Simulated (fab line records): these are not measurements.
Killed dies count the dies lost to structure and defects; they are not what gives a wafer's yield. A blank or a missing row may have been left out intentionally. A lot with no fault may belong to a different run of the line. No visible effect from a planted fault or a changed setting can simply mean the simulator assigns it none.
fab line records + flow berkeley-cmos170
record:
- lots: 5
- wafers: 15
- last-day: 12
route steps=331 shown M1@238 M3@331
lots with no fault: from the same line, run without faults
start-h: hours from the record's first day to the start of the lot's first wafer shown + wait-h: hours since the lot's step before + " unchanged from the row above + L1.1+2: one row covering several wafers at once + - either no value or no given start + * or withheld: withheld + < > ~ a bound
route shown NAME@n: names a module that has steps shown in the file, with the first one's number in the route + usual: mean/standard deviation of fault-free wafers + same: alike in all rows + chamber/n: place in a boat + sites: each site's reading + _std_site: the values' standard deviation + _edge_site: outer sites' mean less inner sites' + radius-mm: for every site, how far away it sits from the centre of the wafer + mask NAME#n: copy n + behind: the tool/chamber that last shaped the wafer + hold: why the lot was held/for how many hours/how that ended + device: the n, p or np transistor that did not switch + end of line: at the end of the route, the tests of the same wafers + where a step has no rows: the recipe by itself + killed: dies lost to structure and defects at the first sort, not the wafer's yield + map: shows each die of a wafer: x if killed, . if not, _ if none is there
set.NAME: the setting that was run; set.NAME@STEP: the one run at that earlier step + model.NAME: the simulator's own value behind a step, which no gauge read
lots at some steps of the route; a table a step, a row a wafer
services: the hour from which a tool's chamber was out of use, counted from the record's first day as start-h (under 0 if before that day), plus the number of hours and why
== steps ==
step: UCB170_M1_SPUTTER_00
recipe:
- material: Al
- target-thk-nm: 600
- time-s: 80
- power-w: 6000
- chamber-pressure-pa: 0.5
usual:
- throttle-valve-pct: 29.4/0.87
same:
- time-s: 80
| lot.wafer | tool           | chamber | start-h | wait-h | throttle-valve-pct |
|-----------|----------------|---------|---------|--------|--------------------|
| L172.1    | pvd-sputter-04 | -       | 167.28  | 0.0    | 30.1               |
| L172.2    | "              | -       | "       | "      | 29.1               |
| L172.4    | "              | -       | "       | "      | 30.2               |
| L174.1    | pvd-sputter-01 | -       | 168.19  | 0.0    | 27.7               |
| L174.3    | "              | -       | "       | "      | 29.5               |
| L174.5    | "              | -       | "       | "      | 29.5               |
| L185.2    | pvd-sputter-01 | -       | 230.39  | 0.0    | 30.0               |
| L185.3    | "              | -       | "       | "      | 28.0               |
| L185.6    | "              | -       | "       | "      | 30.2               |
| L184.1    | pvd-sputter-04 | -       | 230.77  | 0.0    | 30.3               |
| L184.3    | "              | -       | "       | "      | 30.0               |
| L184.6    | "              | -       | "       | "      | 30.4               |
| L193.2    | pvd-sputter-02 | -       | 275.83  | 0.0    | 30.5               |
| L193.4    | "              | -       | "       | "      | 29.4               |
| L193.5    | "              | -       | "       | "      | 30.7               |
step: UCB170_M1_RS_MEAS_01
recipe:
- thk-meas-gauge: four-point-probe
- reads: Al_of_M1_SPUTTER_00
usual:
- M1_AL_RS: 0.0485/0.00048
| lot.wafer | tool          | chamber | start-h | wait-h | M1_AL_RS[ohm/sq] |
|-----------|---------------|---------|---------|--------|------------------|
| L172.1    | film-metro-02 | -       | 167.35  | 0.0    | 0.0486           |
| L172.2    | "             | -       | "       | "      | 0.0483           |
| L172.4    | "             | -       | "       | "      | 0.0487           |
| L174.1    | film-metro-02 | -       | 168.26  | 0.0    | 0.0485           |
| L174.3    | "             | -       | "       | "      | 0.0480           |
| L174.5    | "             | -       | "       | "      | 0.0479           |
| L185.2    | film-metro-02 | -       | 230.48  | 0.1    | 0.0480           |
| L185.3    | "             | -       | "       | "      | 0.0484           |
| L185.6    | "             | -       | "       | "      | 0.0481           |
| L184.1    | film-metro-03 | -       | 230.83  | 0.0    | 0.0480           |
| L184.3    | "             | -       | "       | "      | 0.0478           |
| L184.6    | "             | -       | "       | "      | 0.0478           |
| L193.2    | film-metro-03 | -       | 275.91  | 0.1    | 0.0491           |
| L193.4    | "             | -       | "       | "      | 0.0487           |
| L193.5    | "             | -       | "       | "      | 0.0485           |
step: UCB170_M1_THK_MEAS_02
recipe:
- thk-meas-gauge: xrf
- reads: Al_of_M1_SPUTTER_00
usual:
- M1_AL_THK: 603/6
| lot.wafer | tool          | chamber | start-h | wait-h | M1_AL_THK[nm] |
|-----------|---------------|---------|---------|--------|---------------|
| L172.1    | film-metro-02 | -       | 167.47  | 0.1    | 595           |
| L172.2    | "             | -       | "       | "      | 598           |
| L172.4    | "             | -       | "       | "      | 594           |
| L174.1    | film-metro-02 | -       | 168.38  | 0.1    | 599           |
| L174.3    | "             | -       | "       | "      | 603           |
| L174.5    | "             | -       | "       | "      | 608           |
| L185.2    | film-metro-02 | -       | 230.59  | 0.1    | 609           |
| L185.3    | "             | -       | "       | "      | 602           |
| L185.6    | "             | -       | "       | "      | 611           |
| L184.1    | film-metro-03 | -       | 230.95  | 0.1    | 609           |
| L184.3    | "             | -       | "       | "      | 608           |
| L184.6    | "             | -       | "       | "      | 611           |
| L193.2    | film-metro-03 | -       | 276.02  | 0.1    | 600           |
| L193.4    | "             | -       | "       | "      | 605           |
| L193.5    | "             | -       | "       | "      | 606           |
step: UCB170_M1_COAT_03
recipe:
- resist: BARC
- temp-c: withheld
- time-s: withheld
- spin-rpm: 3000
- resist-thk-nm: withheld
step: UCB170_M1_COAT_04
recipe:
- resist: KrF
- spin-rpm: 1500
- resist-thk-nm: 900
step: UCB170_M1_SOFTBAKE_05
recipe:
- resist: KrF
- temp-c: 130
- time-s: 60
step: UCB170_M1_EXPOSE_06
recipe:
- mask-id: METAL1
- target-cd-nm: 700
- na: 0.5
- sigma-outer: 0.6
- source-shape: conventional
- dose-mj: 21
step: UCB170_M1_PEB_07
recipe:
- peb-temp-c: 130
- peb-time-s: withheld
- resist: KrF
step: UCB170_M1_DEVELOP_08
recipe:
- developer: TMAH
- develop-time-s: 45
- resist: KrF
- dev-temp-c: 21
step: UCB170_M1_CD_MEAS_09
recipe:
- target-cd-nm: 700
usual:
- cd-nm: 700.9/1.4
| lot.wafer | tool      | chamber | start-h | wait-h | cd-nm |
|-----------|-----------|---------|---------|--------|-------|
| L172.1    | cd-sem-02 | -       | 168.49  | -      | 702.6 |
| L172.2    | "         | -       | "       | "      | 703.3 |
| L172.4    | "         | -       | "       | "      | 703.5 |
| L174.1    | cd-sem-01 | -       | 169.66  | -      | 700.1 |
| L174.3    | "         | -       | "       | "      | 699.7 |
| L174.5    | "         | -       | "       | "      | 699.9 |
| L185.2    | cd-sem-01 | -       | 231.79  | -      | 702.0 |
| L185.3    | "         | -       | "       | "      | 701.8 |
| L185.6    | "         | -       | "       | "      | 700.0 |
| L184.1    | cd-sem-02 | -       | 232.04  | -      | 699.8 |
| L184.3    | "         | -       | "       | "      | 700.4 |
| L184.6    | "         | -       | "       | "      | 699.4 |
| L193.2    | cd-sem-01 | -       | 277.24  | -      | 702.7 |
| L193.4    | "         | -       | "       | "      | 702.2 |
| L193.5    | "         | -       | "       | "      | 702.5 |
step: UCB170_M1_OVL_MEAS_10
usual:
- M1_OVL: 1/5
| lot.wafer | tool       | chamber | start-h | wait-h | M1_OVL[nm] |
|-----------|------------|---------|---------|--------|------------|
| L172.1    | overlay-02 | -       | 168.61  | 0.1    | 4          |
| L172.2    | "          | -       | "       | "      | -3         |
| L172.4    | "          | -       | "       | "      | 3          |
| L174.1    | overlay-01 | -       | 169.78  | 0.1    | -3         |
| L174.3    | "          | -       | "       | "      | -8         |
| L174.5    | "          | -       | "       | "      | 0          |
| L185.2    | overlay-01 | -       | 231.89  | 0.1    | -5         |
| L185.3    | "          | -       | "       | "      | 2          |
| L185.6    | "          | -       | "       | "      | 0          |
| L184.1    | overlay-01 | -       | 232.16  | 0.1    | 5          |
| L184.3    | "          | -       | "       | "      | -2         |
| L184.6    | "          | -       | "       | "      | 9          |
| L193.2    | overlay-01 | -       | 277.35  | 0.1    | 10         |
| L193.4    | "          | -       | "       | "      | 14         |
| L193.5    | "          | -       | "       | "      | 5          |
step: UCB170_M1_ETCH_11
recipe:
- chemistry: N2/H2
- target-depth-a: withheld
- overetch-a: withheld
- target: BARC
- time-s: withheld
- source-w: 500
- bias-w: 100
- pressure-mtorr: 30
- n2-flow-sccm: 100
- h2-flow-sccm: 200
usual:
- bias-w: 99.97/0.29
- drypump-motor-current-A: 5.9/0.48
- oes-product-au: 0.993/0.015
- throttle-valve-pct: 13.36/0.2
| lot.wafer | tool        | chamber | start-h | wait-h | bias-w | drypump-motor-current-A | oes-product-au | throttle-valve-pct |
|-----------|-------------|---------|---------|--------|--------|-------------------------|----------------|--------------------|
| L172.1    | rie-diel-03 | 2       | 168.65  | 0.0    | 100.11 | 5.5                     | 1.018          | 13.01              |
| L172.2    | "           | 1       | "       | "      | 99.69  | 6.4                     | 0.982          | 13.56              |
| L172.4    | "           | 0       | "       | "      | 99.63  | 5.7                     | 0.988          | 13.30              |
| L174.1    | rie-diel-02 | 2       | 169.82  | 0.0    | 99.92  | 5.1                     | 0.980          | 13.66              |
| L174.3    | "           | 0       | "       | "      | 99.89  | 6.7                     | 0.982          | 13.11              |
| L174.5    | "           | 0       | "       | "      | 99.97  | 6.7                     | 0.999          | 13.10              |
| L185.2    | rie-diel-03 | 1       | 231.92  | 0.0    | 100.08 | 6.4                     | 0.986          | 13.59              |
| L185.3    | "           | 2       | "       | "      | 99.54  | 5.5                     | 1.016          | 13.02              |
| L185.6    | "           | 1       | "       | "      | 100.09 | 6.4                     | 0.989          | 13.57              |
| L184.1    | rie-diel-04 | 3       | 232.20  | 0.0    | 99.77  | 5.6                     | 1.011          | 13.47              |
| L184.3    | "           | 0       | "       | "      | 100.27 | 5.8                     | 0.966          | 13.22              |
| L184.6    | "           | 1       | "       | "      | 100.00 | 6.2                     | 0.969          | 13.38              |
| L193.2    | rie-diel-04 | 1       | 277.38  | 0.0    | 99.69  | 6.2                     | 0.976          | 13.39              |
| L193.4    | "           | 3       | "       | "      | 99.97  | 5.6                     | 1.006          | 13.46              |
| L193.5    | "           | 0       | "       | "      | 100.11 | 5.8                     | 0.970          | 13.20              |
step: UCB170_M1_METAL_ETCH_12
recipe:
- chemistry: Cl2/BCl3
- target: Al
- stop-on: PSG
- pressure-mtorr: 12
- target-depth-a: 7800
- over-etch-frac: 0.3
- time-s: 133.5
- icp-w: 600
- bias-w: 120
- Cl2_flow_sccm: 90
- bcl3-flow-sccm: 45
usual:
- bcl3-flow-sccm: 45.03/0.14
- drypump-motor-current-A: 5.4/0.4
- mfc-cl2-sccm: 90.07/0.28
- oes-product-au: 0.860/0.018
- throttle-valve-pct: 24.25/0.13
same:
- time-s: 133.5
| lot.wafer | tool         | chamber | start-h | wait-h | bcl3-flow-sccm | drypump-motor-current-A | mfc-cl2-sccm | oes-product-au | rf-hours-counter-h | throttle-valve-pct | model.KrF_of_M1_COAT_04.thk-nm | model.M1.cd-nm |
|-----------|--------------|---------|---------|--------|----------------|-------------------------|--------------|----------------|--------------------|--------------------|--------------------------------|----------------|
| L172.1    | rie-metal-04 | 1       | 168.69  | -      | 44.92          | 5.4                     | 90.01        | 0.867          | 8                  | 24.40              | 430.5                          | 704.8          |
| L172.2    | "            | 0       | "       | "      | 45.00          | 5.2                     | 90.18        | 0.879          | 9                  | 24.37              | 431.4                          | 703.3          |
| L172.4    | "            | 1       | "       | "      | 45.08          | 5.4                     | 89.87        | 0.868          | -                  | 24.39              | 433.4                          | 706.7          |
| L174.1    | rie-metal-01 | 1       | 169.86  | -      | 45.08          | 6.1                     | 89.80        | 0.848          | 9                  | 24.22              | 416.5                          | 697.8          |
| L174.3    | "            | 0       | "       | "      | 45.00          | 5.9                     | 89.67        | 0.872          | -                  | 24.30              | 425.6                          | 701.5          |
| L174.5    | "            | 0       | "       | "      | 44.91          | 5.9                     | 89.72        | 0.878          | -                  | 24.29              | 431.4                          | 701.3          |
| L185.2    | rie-metal-02 | 0       | 231.96  | -      | 45.11          | 5.0                     | 90.28        | 0.832          | 8                  | 24.03              | 422.8                          | 699.1          |
| L185.3    | "            | 0       | "       | "      | 45.05          | 5.0                     | 89.96        | 0.833          | -                  | 24.02              | 417.6                          | 700            |
| L185.6    | "            | 0       | "       | "      | 45.07          | 5.0                     | 90.06        | 0.837          | -                  | 24.04              | 419.5                          | 698            |
| L184.1    | rie-metal-04 | 1       | 232.24  | -      | 45.13          | 5.4                     | 89.62        | 0.866          | 10                 | 24.38              | 433.9                          | 699.1          |
| L184.3    | "            | 0       | "       | "      | 44.99          | 5.2                     | 90.40        | 0.875          | -                  | 24.37              | 524.2                          | 704.4          |
| L184.6    | "            | 1       | "       | "      | 44.87          | 5.4                     | 89.76        | 0.872          | -                  | 24.39              | 440.3                          | 699.9          |
| L193.2    | rie-metal-01 | 0       | 277.47  | -      | 45.13          | 6.0                     | 89.81        | 0.868          | -                  | 24.30              | 432.1                          | 701.2          |
| L193.4    | "            | 0       | "       | "      | 45.19          | 6.0                     | 89.99        | 0.868          | -                  | 24.29              | 431.3                          | 700.8          |
| L193.5    | "            | 0       | "       | "      | 45.22          | 5.9                     | 89.84        | 0.873          | -                  | 24.31              | 428.5                          | 700.3          |
step: UCB170_M1_STRIP_13
recipe:
- chemistry: O2
- power-w: 400
- pressure-mtorr: 3500
- platen-temp-c: withheld
- o2-flow-sccm: 400
- overash-fraction: 0.5
usual:
- drypump-motor-current-A: 5.8/0.34
- oes-product-au: 0.720/0.0045
| lot.wafer | tool            | chamber | start-h | wait-h | drypump-motor-current-A | oes-product-au | rf-hours-counter-h |
|-----------|-----------------|---------|---------|--------|-------------------------|----------------|--------------------|
| L172.1    | plasma-asher-04 | 0       | 168.82  | 0.1    | 5.2                     | 0.715          | 45                 |
| L172.2    | "               | 1       | "       | "      | 6.1                     | 0.721          | 45                 |
| L172.4    | "               | 0       | "       | "      | 5.2                     | 0.721          | -                  |
| L174.1    | plasma-asher-02 | 1       | 169.99  | 0.1    | 5.4                     | 0.719          | 24                 |
| L174.3    | "               | 1       | "       | "      | 5.4                     | 0.723          | -                  |
| L174.5    | "               | 0       | "       | "      | 5.7                     | 0.713          | -                  |
| L185.2    | plasma-asher-02 | 1       | 232.10  | 0.1    | 5.4                     | 0.720          | 31                 |
| L185.3    | "               | 0       | "       | "      | 5.7                     | 0.727          | -                  |
| L185.6    | "               | 0       | "       | "      | 5.7                     | 0.719          | -                  |
| L184.1    | plasma-asher-04 | 1       | 232.38  | 0.1    | 6.1                     | 0.719          | 52                 |
| L184.3    | "               | 1       | "       | "      | 6.1                     | 0.718          | -                  |
| L184.6    | "               | 1       | "       | "      | 6.1                     | 0.728          | -                  |
| L193.2    | plasma-asher-02 | 0       | 277.69  | 0.2    | 5.6                     | 0.719          | 36                 |
| L193.4    | "               | 0       | "       | "      | 5.7                     | 0.717          | -                  |
| L193.5    | "               | 1       | "       | "      | 5.5                     | 0.716          | -                  |
step: UCB170_M3_PROBE_99
| lot.wafer | tool      | chamber | start-h | wait-h | model.etest.m1.width-nm | model.etest.m1-comb-over-steps.over-limit | model.etest.ring.over-limit | model.etest.antenna-m1.vt-shift-v |
|-----------|-----------|---------|---------|--------|-------------------------|-------------------------------------------|-----------------------------|-----------------------------------|
| L172.1    | prober-01 | -       | 182.09  | 0.1    | 706                     | 0                                         | 0                           | -0.008107                         |
| L172.2    | prober-01 | -       | 182.14  | 0.1    | 700.2                   | 0                                         | 0                           | -0.005767                         |
| L172.4    | prober-01 | -       | 182.24  | 0.2    | 711.4                   | 0                                         | 0                           | -0.009787                         |
| L174.1    | prober-01 | -       | 186.00  | 0.1    | 699.6                   | 0                                         | 0                           | -0.006171                         |
| L174.3    | prober-01 | -       | 186.10  | 0.2    | 699.8                   | 0                                         | 0                           | -0.009394                         |
| L174.5    | prober-01 | -       | 186.20  | 0.2    | 704.3                   | 0                                         | 0                           | -0.009193                         |
| L185.2    | prober-01 | -       | 244.72  | 0.1    | 697                     | 0                                         | 0                           | -0.009231                         |
| L185.3    | prober-01 | -       | 244.77  | 0.2    | 697.7                   | 0                                         | 0                           | -0.00918                          |
| L185.6    | prober-01 | -       | 244.92  | 0.2    | 699.6                   | 0                                         | 0                           | -0.01066                          |
| L184.1    | prober-02 | -       | 247.54  | 0.1    | 709.5                   | 0                                         | 0                           | -0.00943                          |
| L184.3    | prober-02 | -       | 247.64  | 0.2    | 707.2                   | 1                                         | 1                           | -0.003943                         |
| L184.6    | prober-02 | -       | 247.79  | 0.2    | 697.3                   | 0                                         | 0                           | -0.007746                         |
| L193.2    | prober-01 | -       | 290.43  | 0.1    | 702.4                   | 0                                         | 0                           | -0.01423                          |
| L193.4    | prober-01 | -       | 290.53  | 0.2    | 699.6                   | 0                                         | 0                           | -0.007847                         |
| L193.5    | prober-01 | -       | 290.58  | 0.2    | 701.9                   | 0                                         | 0                           | -0.006454                         |
killed by level:class
L172.1 GATE:geometric-particle:short=1 SPACER:geometric-particle:open=1 SILICIDE:geometric-particle:short=1 M2:geometric-particle:short=1
L172.2 GATE:geometric-particle:open=2 V1:geometric-particle:open=2 GATE:geometric-particle:short=1 ACTIVE:area-etch=1
L172.4 START:geometric-particle:short=1 GATE:geometric-particle:short=1
L174.1 FIELD:geometric-particle:open=1 SPACER:geometric-particle:open=1
L174.3 GATE:geometric-particle:short=1
L174.5
L185.2 SPACER:geometric-particle:open=2 SPACER:geometric-particle:short=1
L185.3 V1:geometric-particle:open=2 START:geometric-particle:open=1 WELLDRIVE:geometric-particle:short=1 SCREENOX:geometric-particle:open=1 GATE:geometric-particle:short=1 SPACER:geometric-particle:short=1 M3:geometric-particle:open=1
L185.6 GATE:geometric-particle:short=1 SPACER:geometric-particle:short=1 CONTACT:geometric-particle:open=1 V1:coat-microbubble-printed=1
L193.2 SCREENOX:geometric-particle:short=1 GATE:geometric-particle:open=1 V1:geometric-particle:open=1
L193.4 SPACER:geometric-particle:short=2 SPACER:geometric-particle:open=1 SILICIDE:geometric-particle:short=1 M2:geometric-particle:short=1
L193.5 SACOX:geometric-particle:open=1 NSD:coat-microbubble-printed=1
== services ==
| tool            | chamber | start-h | hours | kind           |
|-----------------|---------|---------|-------|----------------|
| rie-diel-04     | 3       | 143.84  | 4.8   | repair         |
| rie-diel-02     | 3       | 150.23  | 5.8   | repair         |
| plasma-asher-04 | -       | 172.02  | 0.8   | repair         |
| rie-diel-04     | 1       | 175.18  | -     | clean          |
| rie-diel-04     | 1       | 175.18  | 12.0  | scheduled-down |
| rie-diel-04     | 1       | 175.18  | 12.0  | vent-cycle     |
| rie-diel-02     | 3       | 178.85  | 6.7   | repair         |
| pvd-sputter-02  | -       | 183.14  | 2.4   | repair         |
| rie-diel-03     | 0       | 192.02  | -     | clean          |
| rie-diel-03     | 0       | 192.02  | 20.5  | scheduled-down |
| rie-diel-03     | 0       | 192.02  | 20.5  | vent-cycle     |
| rie-diel-02     | -       | 201.74  | 1.0   | repair         |
| rie-diel-02     | -       | 216.57  | 4.0   | repair         |
| rie-diel-04     | 2       | 219.34  | -     | clean          |
| rie-diel-04     | 2       | 219.34  | 25.7  | scheduled-down |
| rie-diel-04     | 2       | 219.34  | 25.7  | vent-cycle     |
| rie-diel-03     | 1       | 253.49  | 6.5   | repair         |
| rie-metal-01    | 1       | 261.13  | -     | clean          |
| rie-metal-01    | 1       | 261.13  | 23.2  | scheduled-down |
| rie-diel-04     | 2       | 269.22  | 2.6   | repair         |
| pvd-sputter-01  | -       | 272.93  | 6.2   | repair         |
| pvd-sputter-04  | -       | 275.65  | 2.1   | repair         |
| rie-diel-03     | 0       | 276.37  | 4.4   | repair         |
| rie-diel-04     | 2       | 276.75  | 3.3   | repair         |
== key ==
first-sign none at tools or gauges
model-effect:
- step: UCB170_M1_METAL_ETCH_12
- value: KrF_of_M1_COAT_04.thk-nm
- without: 432
- struck: 524.2
model-effect:
- step: UCB170_M3_PROBE_99
- value: etest.m1.width-nm
- without: 700.8
- struck: 707.2
met-at UCB170_M1_METAL_ETCH_12
struck-wafers L184.3
sort-left-out L184.3
onset-between 168.69 232.24
fault:
- kind: process-parameter-drift
- tool: rie-metal-04
- chamber: 0
- onset-h: 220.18
- steps: UCB170_M1_METAL_ETCH_12
- channel: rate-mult
- offset: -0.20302
- shape: step
- end-h: 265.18
sort-left-out: the simulated sort isn't trusted on such a fault, so these wafers' sort isn't shown, and their yield isn't known
